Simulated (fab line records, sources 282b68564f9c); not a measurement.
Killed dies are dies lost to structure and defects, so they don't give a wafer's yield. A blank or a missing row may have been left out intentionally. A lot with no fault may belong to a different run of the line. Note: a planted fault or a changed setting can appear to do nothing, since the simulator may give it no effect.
A struck lot beside a sound one -- flow ritCmos -- 17 steps out of a route of 202
Sound: the wafers L432.1, L432.3, L432.4. Wafers L447.1, L447.3, L447.5 were the ones struck. Last of all comes the cause.
Per side, at each step with rows, come the tool, then ch with its chambers, and then its first start. Under that, the readings that differ: sound wafers -- struck wafers -- difference of the means -- sigmas: that difference in standard deviations of wafers without a fault.
alike: readings with means less than 2 such deviations apart, plus words and numbers identical on both sides. not compared: withheld readings, readings lacking a value on some wafer, bounds such as >300 that could conceal the same value, and numbers that have no deviation in the record and whose values overlap.
The two part at a step that has a row with sigmas, a row that says differs or no value, or rows on one side only. Numbers that have no deviation but don't overlap get no sigmas and don't part them. A reading missing from all wafers of one side parts the sides only when that side holds two or more wafers.

RIT_NWELL_TW_MEAS_10:
  sound: filmMetro-04 at day 2 08:39; struck: filmMetro-01 at day 5 12:14
reading,sound,struck,difference,sigmas
NWELL_TW,2153 2149 2150,2119 2112 2130,-30,-3
then, 6 steps without rows for these wafers: RIT_PWELL_HMDS_00 (prime time 60 s); RIT_PWELL_COAT_01 (resist thk 1300 nm); RIT_PWELL_SOFTBAKE_02 (time 60 s); RIT_PWELL_EXPOSE_03 (exposes mask M3, target cd 43700 nm); RIT_PWELL_PEB_04; RIT_PWELL_DEVELOP_05 (develop time 68 s).
RIT_PWELL_OVL_MEAS_06:
  sound: overlay-02 at day 2 09:43; struck: overlay-01 at day 5 13:11
  alike: PWELL_OVL
then, 2 steps without rows for these wafers: RIT_PWELL_HARDBAKE_07 (time 120 s); RIT_PWELL_IMPLANT_08.
RIT_PWELL_STRIP_09: strips in O2, time 180 s.
  sound on plasmaAsher-03 ch 0,1, day 2 10:09; struck on plasmaAsher-04 ch 0, day 5 13:37
  alike: drypumpMotorCurrentA
  not compared: rfHoursCounterH
RIT_PWELL_TW_MEAS_10:
  sound: filmMetro-01 at day 2 10:20; struck: filmMetro-03 at day 5 13:47
  alike: PWELL_TW
RIT_WELLDRIVE_ANNEAL_00: time 14700 s.
  sound on furnace-02 ch 0, day 2 10:23; struck on furnace-01 ch 0, day 5 14:52
reading,sound,struck,difference,sigmas
spikeTcCentreC (C),1102.4 1101.5 1102.4,1041.2 1041.7 1041.3,-60.7,-63
spikeTcLoadC (C),1126.2 1129.8 1129.7,1065.8 1067.7 1066.3,-62.0,-33
spikeTcSourceC (C),1119 1121 1119,1068 1068 1069,-51,-12
tubeCenterTempC (C),1100 1100 1100.2,1039.7 1040.1 1040.1,-60.1,-99 or more
tube_center_temp_C_max,1102.9 1102.7 1102.6,1042.5 1043.1 1043.1,-59.8,-99 or more
zonePowerLoadPct (%),43.6 43.9 44.2,34.2 34.6 34.7,-9.4,-6
zonePowerSourcePct (%),39.6 40.0 39.4,34.6 34.8 35.2,-4.8,-3
RIT_WELLDRIVE_RS_MEAS_01: the measuring method here is four-point-probe.
  sound: filmMetro-04 at day 2 15:28; struck: filmMetro-04 at day 5 19:56
reading,sound,struck,difference,sigmas
NWELL_RS (ohm/sq),280.4 279.6 280.5,349.3 350.2 350.7,+69.9,+93
RIT_WELLDRIVE_RS_MEAS_02: the measuring method here is four-point-probe.
  sound: filmMetro-04 at day 2 15:35; struck: filmMetro-04 at day 5 20:04
reading,sound,struck,difference,sigmas
PWELL_RS (ohm/sq),427.9 427.1 427.7,496.2 494.8 493.9,+67.4,+48
then, 1 step without rows for these wafers: RIT_NRETRO_HMDS_00 (prime time 60 s).
RIT_M1_PROBE_99:
  sound: prober-01 at day 3 20:28; struck: prober-02 at day 7 02:20
reading,sound,struck,difference,sigmas
model.etest.pmos_0p3.rOnOhmUm,6304 6418 6158,7272 7166 7241,+933,
model.etest.pmosTurned.rOnOhmUm,3552 3604 3445,4193 4116 4162,+623,
model.etest.pmos_0p15.rOnOhmUm,2760 2801 2693,3245 3201 3233,+475,
model.etest.nwellPinched.rsOhmSq,345.7 344.8 346.4,507.4 516.1 522.8,+169.8,
model.etest.pwell.rsOhmSq,418.4 420.1 416.7,495.9 495.6 490.3,+75.5,
model.etest.pwellPinched.rsOhmSq,451.5 455.8 461.1,526.1 532.1 531.7,+73.8,
model.etest.pmos_0p15.driveUaUm,259.2 250.9 263.7,202.9 208 206.5,-52.1,
model.etest.pmosTurned.driveUaUm,178.8 177.5 189.9,137.8 142.1 141.6,-41.6,
  alike: killed_at_M0_to_M3, killedAtFrontEnd, killedDies, killedOpen, killedShort

WHERE THEY PART
At RIT_NWELL_TW_MEAS_10 first; at RIT_WELLDRIVE_RS_MEAS_02 last (within this record only). Later steps at which nothing parts them and some readings are alike: RIT_M1_PROBE_99.

WHY: whatever the simulator had introduced
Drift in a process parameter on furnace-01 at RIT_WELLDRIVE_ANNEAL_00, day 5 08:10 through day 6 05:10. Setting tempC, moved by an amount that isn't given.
